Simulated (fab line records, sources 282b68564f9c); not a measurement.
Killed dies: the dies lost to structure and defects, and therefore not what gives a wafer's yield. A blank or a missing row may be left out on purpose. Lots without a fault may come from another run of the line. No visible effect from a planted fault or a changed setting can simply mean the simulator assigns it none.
fab line records	flow rit_cmos
[record] lots = 14	wafers = 42	last_day = 7
route steps=202 shown ACTIVE@16 GATE@92 NLDD@111 M1@202
lots that met no fault: from a run of the same line without faults
start_h: start of the lot's first displayed wafer, in hours after the record's first day	wait_h: hours from the lot's prior step to this one	" identical to the entry in the row above	L1.1+2: several wafers, shown together as one row	- either no value or no given start	* or withheld: withheld	< > ~ a bound
route shown NAME@n: a module of which the file shows steps, and the number in the route of the first	usual: mean/standard deviation taken from wafers without a fault	same: alike in all rows	chamber/n: place in a boat	sites: per-site readings	_std_site: their standard deviation	_edge_site: inner sites' mean taken away from outer sites' mean	radius_mm: how far each site lies from the wafer's centre	mask NAME#n: copy n	behind: the last tool/chamber to shape the wafer	hold: why the lot went on hold/how many hours it stayed there/how the hold came to an end	device: names the non-switching transistor (n, p or np)	end of line: tests of these same wafers at the route's end	where a step has no rows: the recipe by itself	killed: the dies lost at the first sort to structure and to defects; this is not the yield of the wafer	map: per-die view of a wafer (x killed, . not killed, _ where there is no die)
set.NAME: the setting the step ran with; set.NAME@STEP: the setting that earlier step ran with	model.NAME: the simulator's own value behind a step, which no gauge read
steps of the route over a sample of lots; a table a step, a row a wafer
services: a tool's chamber out of use, with start hour (start_h, from the record's first day; less than 0 if before it), hours out, and reason
[[steps]]
[step RIT_ACTIVE_CD_MEAS_90]
[recipe] target_cd_nm = 1400
[usual] cd_nm = 1400.2/2.3
lot.wafer	tool	chamber	start_h	wait_h	cd_nm
L622.2	cd_sem-01	-	20.04	0.1	1402.2
L622.5	"	-	"	"	1404.2
L622.6	"	-	"	"	1403.7
L623.1	cd_sem-01	-	25.20	0.1	1399.9
L623.4	"	-	"	"	1397.8
L623.5	"	-	"	"	1400.3
L624.1	cd_sem-02	-	30.02	0.1	1400.9
L624.5	"	-	"	"	1399.5
L624.6	"	-	"	"	1397.0
L626.1	cd_sem-02	-	40.02	0.1	1401.3
L626.2	"	-	"	"	1402.6
L626.4	"	-	"	"	1403.7
L627.3	cd_sem-02	-	45.06	0.1	1401.5
L627.4	"	-	"	"	1404.5
L627.6	"	-	"	"	1405.0
L628.1	cd_sem-01	-	52.13	0.1	1396.4
L628.2	"	-	"	"	1397.4
L628.5	"	-	"	"	1396.8
L629.2	cd_sem-01	-	55.16	0.1	1399.7
L629.5	"	-	"	"	1401.2
L629.6	"	-	"	"	1402.7
L631.1	cd_sem-02	-	65.14	0.1	1402.0
L631.4	"	-	"	"	1401.5
L631.6	"	-	"	"	1399.7
L632.1	cd_sem-02	-	70.14	0.1	1398.1
L632.4	"	-	"	"	1400.6
L632.6	"	-	"	"	1398.8
L633.1	cd_sem-02	-	76.06	0.1	1401.1
L633.2	"	-	"	"	1402.0
L633.4	"	-	"	"	1403.7
L634.2	cd_sem-01	-	80.30	0.1	1401.4
L634.3	"	-	"	"	1403.0
L634.5	"	-	"	"	1401.9
L635.2	cd_sem-02	-	85.16	0.1	1395.0
L635.3	"	-	"	"	1397.0
L635.4	"	-	"	"	1396.4
L643.2	cd_sem-01	-	125.28	0.1	1399.9
L643.3	"	-	"	"	1402.3
L643.4	"	-	"	"	1400.7
L644.1	cd_sem-01	-	130.02	0.1	1399.7
L644.5	"	-	"	"	1400.6
L644.6	"	-	"	"	1399.3
[step RIT_GATE_CD_MEAS_16]
[recipe] target_cd_nm = 150
[usual] cd_nm = 150.6/2.7
lot.wafer	tool	chamber	start_h	wait_h	cd_nm
L622.2	cd_sem-02	-	42.73	-	148.1
L622.5	"	-	"	"	147.7
L622.6	"	-	"	"	147.3
L623.1	cd_sem-02	-	51.04	-	148.6
L623.4	"	-	"	"	149.3
L623.5	"	-	"	"	145.9
L624.1	cd_sem-01	-	53.17	-	151.0
L624.5	"	-	"	"	150.7
L624.6	"	-	"	"	151.6
L626.1	cd_sem-02	-	61.39	-	151.3
L626.2	"	-	"	"	153.1
L626.4	"	-	"	"	151.5
L627.3	cd_sem-01	-	67.54	-	154.9
L627.4	"	-	"	"	150.8
L627.6	"	-	"	"	154.7
L628.1	cd_sem-01	-	76.06	-	148.4
L628.2	"	-	"	"	147.8
L628.5	"	-	"	"	148.5
L629.2	cd_sem-01	-	78.28	-	150.0
L629.5	"	-	"	"	149.9
L629.6	"	-	"	"	149.6
L631.1	cd_sem-01	-	87.52	-	152.1
L631.4	"	-	"	"	150.0
L631.6	"	-	"	"	153.2
L632.1	cd_sem-02	-	93.00	-	149.6
L632.4	"	-	"	"	153.0
L632.6	"	-	"	"	151.9
L633.1	cd_sem-02	-	98.03	-	147.6
L633.2	"	-	"	"	148.2
L633.4	"	-	"	"	152.7
L634.2	cd_sem-01	-	106.83	-	157.3
L634.3	"	-	"	"	155.3
L634.5	"	-	"	"	155.2
L635.2	cd_sem-02	-	109.03	-	150.6
L635.3	"	-	"	"	148.7
L635.4	"	-	"	"	149.1
L643.2	cd_sem-01	-	146.70	-	151.2
L643.3	"	-	"	"	148.1
L643.4	"	-	"	"	150.4
L644.1	cd_sem-02	-	152.17	-	147.3
L644.5	"	-	"	"	148.7
L644.6	"	-	"	"	147.8
[step RIT_GATE_CD_MEAS_90]
[recipe] target_cd_nm = 150
[usual] cd_nm = 150.6/2.7
lot.wafer	tool	chamber	start_h	wait_h	cd_nm
L622.2	cd_sem-02	-	43.32	0.1	147.6
L622.5	"	-	"	"	147.4
L622.6	"	-	"	"	147.3
L623.1	cd_sem-01	-	51.63	0.1	148.7
L623.4	"	-	"	"	148.8
L623.5	"	-	"	"	145.9
L624.1	cd_sem-02	-	53.76	0.1	151.1
L624.5	"	-	"	"	150.7
L624.6	"	-	"	"	151.2
L626.1	cd_sem-01	-	61.98	0.1	150.3
L626.2	"	-	"	"	153.1
L626.4	"	-	"	"	151.4
L627.3	cd_sem-02	-	68.13	0.1	155.4
L627.4	"	-	"	"	150.7
L627.6	"	-	"	"	154.5
L628.1	cd_sem-02	-	76.65	0.1	148.4
L628.2	"	-	"	"	147.4
L628.5	"	-	"	"	148.2
L629.2	cd_sem-02	-	78.87	0.1	150.4
L629.5	"	-	"	"	149.9
L629.6	"	-	"	"	149.9
L631.1	cd_sem-02	-	88.11	0.1	151.6
L631.4	"	-	"	"	150.3
L631.6	"	-	"	"	153.3
L632.1	cd_sem-02	-	93.59	0.1	149.4
L632.4	"	-	"	"	153.1
L632.6	"	-	"	"	152.0
L633.1	cd_sem-01	-	98.62	0.1	147.9
L633.2	"	-	"	"	148.2
L633.4	"	-	"	"	152.3
L634.2	cd_sem-01	-	107.42	0.1	156.8
L634.3	"	-	"	"	155.2
L634.5	"	-	"	"	154.8
L635.2	cd_sem-01	-	109.62	0.1	150.3
L635.3	"	-	"	"	148.7
L635.4	"	-	"	"	149.5
L643.2	cd_sem-01	-	147.41	0.1	151.7
L643.3	"	-	"	"	148.6
L643.4	"	-	"	"	150.5
L644.1	cd_sem-01	-	152.80	0.1	147.5
L644.5	"	-	"	"	148.6
L644.6	"	-	"	"	147.1
[step RIT_NLDD_IMPLANT_08]
[recipe] species = P	energy_kev = 20	dose_cm2 = 5e+14	tilt_deg = 7
[usual] beam_on_s = 10.04/0.19	faraday_current_uA = 1567/29
lot.wafer	tool	chamber	start_h	wait_h	beam_on_s	faraday_current_uA
L622.2	implanter-03	0	47.46	0.1	9.68	1623
L622.5	"	0	"	"	9.86	1594
L622.6	"	0	"	"	10.10	1560
L623.1	implanter-01	0	56.00	0.1	10.01	1565
L623.4	"	0	"	"	10.37	1522
L623.5	"	0	"	"	9.72	1618
L624.1	implanter-04	0	58.05	0.1	9.64	1632
L624.5	"	0	"	"	10.53	1498
L624.6	"	0	"	"	10.07	1570
L626.1	implanter-03	0	67.58	0.1	9.91	1583
L626.2	"	0	"	"	10.15	1548
L626.4	"	0	"	"	9.91	1589
L627.3	implanter-03	0	72.51	0.1	9.98	1580
L627.4	"	0	"	"	9.81	1605
L627.6	"	0	"	"	9.79	1605
L628.1	implanter-03	0	81.61	0.1	10.11	1564
L628.2	"	0	"	"	9.94	1581
L628.5	"	0	"	"	10.05	1564
L629.2	implanter-03	0	83.34	0.1	9.79	1608
L629.5	"	0	"	"	10.12	1558
L629.6	"	0	"	"	9.92	1583
L631.1	implanter-03	0	92.26	0.1	10.04	1558
L631.4	"	0	"	"	10.15	1549
L631.6	"	0	"	"	10.06	1566
L632.1	implanter-04	0	98.41	0.1	9.87	1593
L632.4	"	0	"	"	10.06	1571
L632.6	"	0	"	"	10.18	1541
L633.1	implanter-01	0	105.04	0.1	10.37	1512
L633.2	"	0	"	"	10.07	1561
L633.4	"	0	"	"	10.00	1573
L634.2	implanter-04	0	111.68	0.1	10.21	1538
L634.3	"	0	"	"	9.86	1600
L634.5	"	0	"	"	10.35	1524
L635.2	implanter-04	0	114.33	0.1	9.83	1595
L635.3	"	0	"	"	9.96	1583
L635.4	"	0	"	"	9.93	1582
L643.2	implanter-04	0	151.62	0.1	14.19	1109
L643.3	"	0	"	"	14.43	1092
L643.4	"	0	"	"	14.74	1063
L644.1	implanter-04	0	157.73	0.1	14.25	1106
L644.5	"	0	"	"	13.95	1128
L644.6	"	0	"	"	13.76	1141
[step RIT_NLDD_TW_MEAS_10]
[usual] NLDD_TW = 2525/17
lot.wafer	tool	chamber	start_h	wait_h	hold	NLDD_TW
L622.2	film_metro-02	-	47.77	0.1	-	2528
L622.5	"	-	"	"	-	2518
L622.6	"	-	"	"	-	2506
L623.1	film_metro-02	-	56.32	0.1	-	2519
L623.4	"	-	"	"	-	2514
L623.5	"	-	"	"	-	2517
L624.1	film_metro-02	-	58.38	0.1	-	2528
L624.5	"	-	"	"	-	2516
L624.6	"	-	"	"	-	2522
L626.1	film_metro-03	-	67.90	0.1	-	2508
L626.2	"	-	"	"	-	2512
L626.4	"	-	"	"	-	2506
L627.3	film_metro-03	-	72.80	0.1	-	2511
L627.4	"	-	"	"	-	2506
L627.6	"	-	"	"	-	2491
L628.1	film_metro-04	-	81.93	0.1	-	2533
L628.2	"	-	"	"	-	2541
L628.5	"	-	"	"	-	2528
L629.2	film_metro-03	-	83.65	0.1	-	2503
L629.5	"	-	"	"	-	2498
L629.6	"	-	"	"	-	2490
L631.1	film_metro-03	-	92.59	0.1	-	2497
L631.4	"	-	"	"	-	2495
L631.6	"	-	"	"	-	2504
L632.1	film_metro-04	-	98.73	0.1	-	2544
L632.4	"	-	"	"	-	2543
L632.6	"	-	"	"	-	2562
L633.1	film_metro-03	-	105.36	0.1	-	2525
L633.2	"	-	"	"	-	2537
L633.4	"	-	"	"	-	2529
L634.2	film_metro-04	-	111.99	0.1	-	2555
L634.3	"	-	"	"	-	2546
L634.5	"	-	"	"	-	2561
L635.2	film_metro-03	-	114.64	0.1	-	2536
L635.3	"	-	"	"	-	2547
L635.4	"	-	"	"	-	2532
L643.2	film_metro-04	-	151.93	0.1	await_dispo/0.2h/release	2774
L643.3	"	-	"	"	await_dispo/0.2h/release	2756
L643.4	"	-	"	"	await_dispo/0.2h/release	2772
L643.2	film_metro-04	-	152.16	0.2	-	2766
L643.3	"	-	"	"	-	2761
L643.4	"	-	"	"	-	2776
L644.1	film_metro-03	-	158.06	0.1	await_dispo/0.2h/release	2772
L644.5	"	-	"	"	await_dispo/0.2h/release	2768
L644.6	"	-	"	"	await_dispo/0.2h/release	2759
L644.1	film_metro-03	-	158.28	0.2	-	2768
L644.5	"	-	"	"	-	2766
L644.6	"	-	"	"	-	2761
[step RIT_SDANNEAL_RS_MEAS_07]
[recipe] thk_meas_gauge = four-point-probe
[usual] NLDD_RS = 151.9/0.53
lot.wafer	tool	chamber	start_h	wait_h	hold	NLDD_RS[ohm/sq]
L622.2	film_metro-03	-	56.24	0.1	-	151.1
L622.5	"	-	"	"	-	151.1
L622.6	"	-	"	"	-	151.7
L623.1	film_metro-03	-	64.15	0.1	-	152.6
L623.4	"	-	"	"	-	152.6
L623.5	"	-	"	"	-	151.7
L624.1	film_metro-04	-	66.44	0.1	-	152.1
L624.5	"	-	"	"	-	152.4
L624.6	"	-	"	"	-	152.5
L626.1	film_metro-04	-	75.63	0.1	-	152.3
L626.2	"	-	"	"	-	151.9
L626.4	"	-	"	"	-	151.7
L627.3	film_metro-03	-	81.93	0.1	-	152.2
L627.4	"	-	"	"	-	151.5
L627.6	"	-	"	"	-	152.3
L628.1	film_metro-04	-	90.58	0.1	-	152.3
L628.2	"	-	"	"	-	152.0
L628.5	"	-	"	"	-	151.9
L629.2	film_metro-04	-	91.98	0.1	-	152.3
L629.5	"	-	"	"	-	152.4
L629.6	"	-	"	"	-	152.8
L631.1	film_metro-04	-	100.74	0.1	-	151.8
L631.4	"	-	"	"	-	151.7
L631.6	"	-	"	"	-	152.2
L632.1	film_metro-03	-	106.67	0.1	-	151.6
L632.4	"	-	"	"	-	151.6
L632.6	"	-	"	"	-	150.8
L633.1	film_metro-04	-	114.35	0.1	-	152.4
L633.2	"	-	"	"	-	152.2
L633.4	"	-	"	"	-	152.5
L634.2	film_metro-02	-	120.85	0.1	-	151.0
L634.3	"	-	"	"	-	151.4
L634.5	"	-	"	"	-	151.0
L635.2	film_metro-03	-	123.03	0.1	-	150.7
L635.3	"	-	"	"	-	151.0
L635.4	"	-	"	"	-	151.1
L643.2	film_metro-02	-	166.08	0.1	await_dispo/0.2h/release	113.8
L643.3	"	-	"	"	await_dispo/0.2h/release	114.0
L643.4	"	-	"	"	await_dispo/0.2h/release	114.4
L643.2	film_metro-02	-	166.37	0.3	-	114.1
L643.3	"	-	"	"	-	113.8
L643.4	"	-	"	"	-	114.1
L644.1	film_metro-04	-	177.46	0.1	await_dispo/0.2h/release	114.0
L644.5	"	-	"	"	await_dispo/0.2h/release	113.8
L644.6	"	-	"	"	await_dispo/0.2h/release	113.8
L644.1	film_metro-04	-	177.75	0.3	-	113.7
L644.5	"	-	"	"	-	113.6
L644.6	"	-	"	"	-	114.0
[step RIT_M1_PROBE_99]
[usual] defect_limited_yield = 97.3/1.2	killed_at_M0_to_M3 = 0.1/0.34	killed_at_contacts = 0.1/0.26	killed_at_front_end = 7/3.1	killed_dies = 7/3.1	killed_open = 3.5/1.9	killed_short = 3.4/2.1	sort_bin_3_pad_short = 0.2/0.27	sort_bin_5_function = 1.5/0.79	sort_bin_6_memory = 1.0/0.63	sort_n_pass = 257/3.1	sort_yield_pct = 97.3/1.2
[same] gross_dies = 264	killed_at_M4_up = 0	killed_at_back_side = 0	killed_at_other = 0
lot.wafer	tool	chamber	start_h	wait_h	defect_limited_yield[%]	killed_at_M0_to_M3	killed_at_contacts	killed_at_front_end	killed_dies	killed_open	killed_short	sort_bin_3_pad_short[%]	sort_bin_5_function[%]	sort_bin_6_memory[%]	sort_n_pass	sort_yield_pct[%]
L622.2	prober-01	-	63.79	0.1	95.5	2	0	10	12	4	6	0.4	3.0	1.1	252	95.5
L622.5	prober-01	-	63.94	0.2	97.3	0	0	7	7	3	4	0	1.9	0.8	257	97.3
L622.6	prober-01	-	63.99	0.2	98.1	3	0	2	5	1	1	0	0	1.9	259	98.1
L623.1	prober-02	-	72.77	0.1	94.7	0	0	14	14	5	9	0	3.4	1.9	250	94.7
L623.4	prober-02	-	72.92	0.2	95.5	0	0	12	12	7	5	0.4	2.7	1.5	252	95.5
L623.5	prober-02	-	72.97	0.2	99.2	0	0	2	2	0	1	0	0.4	0.4	262	99.2
L624.1	prober-01	-	74.27	0.1	97.7	0	0	6	6	2	4	0.4	0.4	1.5	258	97.7
L624.5	prober-01	-	74.47	0.2	98.1	0	0	5	5	4	1	0	1.5	0.4	259	98.1
L624.6	prober-01	-	74.52	0.2	97.0	0	0	8	8	2	6	0.4	1.9	0.8	256	97.0
L626.1	prober-01	-	83.67	0.1	98.9	0	0	3	3	1	2	0.4	0.4	0.4	261	98.9
L626.2	prober-01	-	83.72	0.1	98.1	0	0	5	5	2	3	0.4	1.5	0	259	98.1
L626.4	prober-01	-	83.82	0.2	98.1	0	0	5	5	3	2	0	0.8	1.1	259	98.1
L627.3	prober-02	-	89.20	0.2	94.3	0	0	15	15	7	8	0	3.0	2.7	249	94.3
L627.4	prober-02	-	89.25	0.2	96.6	0	0	9	9	6	3	0	3.0	0.4	255	96.6
L627.6	prober-02	-	89.35	0.2	97.0	0	0	8	8	4	4	0	1.5	1.5	256	97.0
L628.1	prober-01	-	98.85	0.1	97.7	0	0	6	6	4	2	0	1.1	1.1	258	97.7
L628.2	prober-01	-	98.90	0.1	95.5	0	0	12	12	3	9	0.8	1.5	2.3	252	95.5
L628.5	prober-01	-	99.05	0.2	98.1	0	0	5	5	4	1	0	1.5	0.4	259	98.1
L629.2	prober-02	-	100.40	0.1	93.9	0	0	16	16	8	8	0	3.4	2.7	248	93.9
L629.5	prober-02	-	100.55	0.2	96.2	0	0	10	10	5	5	0.8	1.5	1.5	254	96.2
L629.6	prober-02	-	100.60	0.2	95.5	0	0	12	12	4	8	0.8	1.9	1.9	252	95.5
L631.1	prober-02	-	107.92	0.1	98.9	0	0	3	3	1	2	0	0.8	0.4	261	98.9
L631.4	prober-02	-	108.07	0.2	97.3	0	0	7	7	3	4	0.4	1.5	0.8	257	97.3
L631.6	prober-02	-	108.17	0.2	97.7	0	0	6	6	3	3	0	1.5	0.8	258	97.7
L632.1	prober-01	-	114.86	0.1	96.6	0	0	9	9	6	3	0.4	1.5	1.5	255	96.6
L632.4	prober-01	-	115.01	0.2	96.2	0	0	10	10	5	5	0.4	2.7	0.8	254	96.2
L632.6	prober-01	-	115.11	0.2	99.2	0	0	2	2	0	2	0	0.8	0	262	99.2
L633.1	prober-02	-	121.97	0.1	97.3	0	0	7	7	4	3	0	1.1	1.5	257	97.3
L633.2	prober-02	-	122.02	0.1	98.1	0	1	4	5	1	4	0.4	1.5	0	259	98.1
L633.4	prober-02	-	122.12	0.2	98.9	0	0	3	3	2	1	0.4	0.4	0.4	261	98.9
L634.2	prober-01	-	128.15	0.1	99.2	0	0	2	2	2	0	0	0.4	0.4	262	99.2
L634.3	prober-01	-	128.20	0.2	97.3	0	0	7	7	4	3	0	1.1	1.5	257	97.3
L634.5	prober-01	-	128.30	0.2	97.7	0	0	6	6	2	4	0	2.3	0	258	97.7
L635.2	prober-02	-	130.43	0.1	97.3	0	0	7	7	2	5	0	0.8	1.9	257	97.3
L635.3	prober-02	-	130.48	0.2	96.2	0	0	10	10	4	5	0	2.3	1.5	254	96.2
L635.4	prober-02	-	130.53	0.2	97.7	0	0	6	6	1	4	0.4	0.4	1.5	258	97.7
// killed by level:class
L622.2 GATE:geometric_particle:short=3 FOX1:geometric_particle:open=2 SPACER:geometric_particle:open=2 SILICIDE:geometric_particle:short=2 M1:coat_microbubble_printed=2 REOX:geometric_particle:short=1
L622.5 SPACER:geometric_particle:open=2 FOX1:geometric_particle:short=1 FOX2:geometric_particle:open=1 FOX2:geometric_particle:short=1 GATE:geometric_particle:short=1 SILICIDE:geometric_particle:short=1
L622.6 M1:coat_microbubble_printed=3 GATE:geometric_particle:short=1 SILICIDE:geometric_particle:open=1
L623.1 SILICIDE:geometric_particle:short=3 GATE:geometric_particle:open=2 GATE:geometric_particle:short=2 REOX:geometric_particle:short=2 SILICIDE:geometric_particle:open=2 FOX1:geometric_particle:short=1 FOX2:geometric_particle:open=1 SPACER:geometric_particle:short=1
L623.4 GATE:geometric_particle:short=3 GATE:geometric_particle:open=3 FOX1:geometric_particle:short=1 FOX1:geometric_particle:open=1 FOX2:geometric_particle:open=1 REOX:geometric_particle:open=1 SPACER:geometric_particle:short=1 SILICIDE:geometric_particle:open=1
L623.5 SILICIDE:geometric_particle:short=1 PWELL:coat_microbubble_printed=1
L624.1 FOX1:geometric_particle:short=1 FOX2:geometric_particle:short=1 GATE:geometric_particle:short=1 REOX:geometric_particle:open=1 SPACER:geometric_particle:open=1 SPACER:geometric_particle:short=1
L624.5 SILICIDE:geometric_particle:open=2 FOX2:geometric_particle:short=1 GATE:geometric_particle:open=1 SPACER:geometric_particle:open=1
L624.6 GATE:geometric_particle:short=3 FOX2:geometric_particle:open=1 FOX2:geometric_particle:short=1 REOX:geometric_particle:short=1 SPACER:geometric_particle:open=1 SPACER:geometric_particle:short=1
L626.1 FOX1:geometric_particle:short=1 FOX2:geometric_particle:open=1 GATE:geometric_particle:short=1
L626.2 GATE:geometric_particle:short=2 REOX:geometric_particle:open=1 SPACER:geometric_particle:short=1 SILICIDE:geometric_particle:open=1
L626.4 GATE:geometric_particle:short=1 GATE:geometric_particle:open=1 REOX:geometric_particle:short=1 REOX:geometric_particle:open=1 SPACER:geometric_particle:open=1
L627.3 GATE:geometric_particle:short=5 FOX1:geometric_particle:open=4 FOX2:geometric_particle:open=2 FOX2:geometric_particle:short=1 REOX:geometric_particle:short=1 SPACER:geometric_particle:short=1 SILICIDE:geometric_particle:open=1
L627.4 FOX1:geometric_particle:open=3 FOX1:geometric_particle:short=1 FOX2:geometric_particle:open=1 FOX2:geometric_particle:short=1 REOX:geometric_particle:short=1 REOX:geometric_particle:open=1 SILICIDE:geometric_particle:open=1
L627.6 FOX1:geometric_particle:open=2 REOX:geometric_particle:short=2 FOX1:geometric_particle:short=1 FOX2:geometric_particle:short=1 FOX2:geometric_particle:open=1 GATE:geometric_particle:open=1
L628.1 FOX1:geometric_particle:open=2 FOX2:geometric_particle:short=2 FOX2:geometric_particle:open=1 SILICIDE:geometric_particle:open=1
L628.2 FOX1:geometric_particle:short=3 SPACER:geometric_particle:short=3 GATE:geometric_particle:short=2 FOX2:geometric_particle:open=1 FOX2:geometric_particle:short=1 GATE:geometric_particle:open=1 SILICIDE:geometric_particle:open=1
L628.5 FOX1:geometric_particle:open=2 GATE:geometric_particle:open=2 GATE:geometric_particle:short=1
L629.2 GATE:geometric_particle:short=6 GATE:geometric_particle:open=5 SILICIDE:geometric_particle:open=2 FOX2:geometric_particle:short=1 REOX:geometric_particle:open=1 REOX:geometric_particle:short=1
L629.5 GATE:geometric_particle:open=3 GATE:geometric_particle:short=3 REOX:geometric_particle:open=2 SPACER:geometric_particle:short=1 SILICIDE:geometric_particle:short=1
L629.6 FOX1:geometric_particle:short=2 SILICIDE:geometric_particle:short=2 GATE:geometric_particle:short=2 GATE:geometric_particle:open=2 REOX:geometric_particle:open=2 SPACER:geometric_particle:short=2
L631.1 FOX1:geometric_particle:short=1 GATE:geometric_particle:open=1 SPACER:geometric_particle:short=1
L631.4 REOX:geometric_particle:short=2 FOX1:geometric_particle:short=1 FOX2:geometric_particle:open=1 GATE:geometric_particle:open=1 SPACER:geometric_particle:short=1 SILICIDE:geometric_particle:open=1
L631.6 GATE:geometric_particle:short=2 SPACER:geometric_particle:open=2 GATE:geometric_particle:open=1 SPACER:geometric_particle:short=1
L632.1 REOX:geometric_particle:open=3 FOX1:geometric_particle:open=1 GATE:geometric_particle:short=1 GATE:geometric_particle:open=1 REOX:geometric_particle:short=1 SPACER:geometric_particle:open=1 SILICIDE:geometric_particle:short=1
L632.4 REOX:geometric_particle:open=2 REOX:geometric_particle:short=2 FOX1:geometric_particle:short=1 FOX1:geometric_particle:open=1 GATE:geometric_particle:short=1 SPACER:geometric_particle:open=1 SILICIDE:geometric_particle:short=1 SILICIDE:geometric_particle:open=1
L632.6 GATE:geometric_particle:short=1 REOX:geometric_particle:short=1
L633.1 FOX1:geometric_particle:open=2 FOX2:geometric_particle:short=2 FOX2:geometric_particle:open=1 GATE:geometric_particle:open=1 SPACER:geometric_particle:short=1
L633.2 REOX:geometric_particle:short=2 GATE:geometric_particle:open=1 SILICIDE:geometric_particle:short=1 CONTACT:geometric_particle:short=1
L633.4 SPACER:geometric_particle:open=1 FOX1:geometric_particle:short=1 GATE:geometric_particle:open=1
L634.2 FOX2:geometric_particle:open=1 GATE:geometric_particle:open=1
L634.3 GATE:geometric_particle:short=2 GATE:geometric_particle:open=2 FOX2:geometric_particle:open=1 SPACER:geometric_particle:short=1 SILICIDE:geometric_particle:open=1
L634.5 FOX1:geometric_particle:short=2 FOX1:geometric_particle:open=1 GATE:geometric_particle:open=1 SPACER:geometric_particle:short=1 SILICIDE:geometric_particle:short=1
L635.2 SPACER:geometric_particle:short=2 FOX1:geometric_particle:short=1 GATE:geometric_particle:short=1 SPACER:geometric_particle:open=1 SILICIDE:geometric_particle:short=1 SILICIDE:geometric_particle:open=1
L635.3 GATE:geometric_particle:open=2 SILICIDE:geometric_particle:short=2 FOX1:geometric_particle:short=1 FOX2:geometric_particle:open=1 GATE:geometric_particle:short=1 SPACER:geometric_particle:short=1 SILICIDE:geometric_particle:open=1 GATE:coat_microbubble_printed=1
L635.4 FOX1:geometric_particle:short=1 FOX2:geometric_particle:short=1 GATE:geometric_particle:short=1 GATE:geometric_particle:open=1 SPACER:geometric_particle:short=1 GATE:coat_microbubble_printed=1
[[services]]
tool	chamber	start_h	hours	kind
implanter-01	-	37.11	2.9	pm
implanter-04	-	45.85	0.7	repair
implanter-03	-	68.71	3.7	repair
implanter-03	-	74.07	4.1	repair
implanter-04	-	79.44	2.8	pm
implanter-03	-	124.08	5.0	pm
implanter-03	-	152.93	2.1	pm
[[key]]
[first_sign] step = RIT_NLDD_IMPLANT_08	reading = beam_on_s	direction = up	sigmas = 22	usual = 10.04	struck = 14.22
[effect] step = RIT_NLDD_IMPLANT_08	reading = faraday_current_uA	direction = down	sigmas = 16	usual = 1567	struck = 1106
[effect] step = RIT_NLDD_TW_MEAS_10	reading = visit	direction = added
[effect] step = RIT_NLDD_TW_MEAS_10	reading = NLDD_TW	direction = up	sigmas = 14	usual = 2525	struck = 2767
[effect] step = RIT_SDANNEAL_RS_MEAS_07	reading = NLDD_RS	direction = down	sigmas = 71	usual = 151.9	struck = 114.0
met_at RIT_NLDD_IMPLANT_08
struck_lots L643,L644
scrapped_behind RIT_SDANNEAL_RS_MEAS_07 L643.2,L643.3,L643.4,L644.1,L644.5,L644.6
not_acting_at RIT_ACTIVE_CD_MEAS_90,RIT_GATE_CD_MEAS_16,RIT_GATE_CD_MEAS_90
onset_between 114.33 151.62
[fault] kind = process_parameter_drift	tool = implanter-04	chamber = -	onset_h = 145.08	steps = RIT_NLDD_IMPLANT_08	channel = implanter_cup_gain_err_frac	offset = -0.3	shape = step	end_h = 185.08
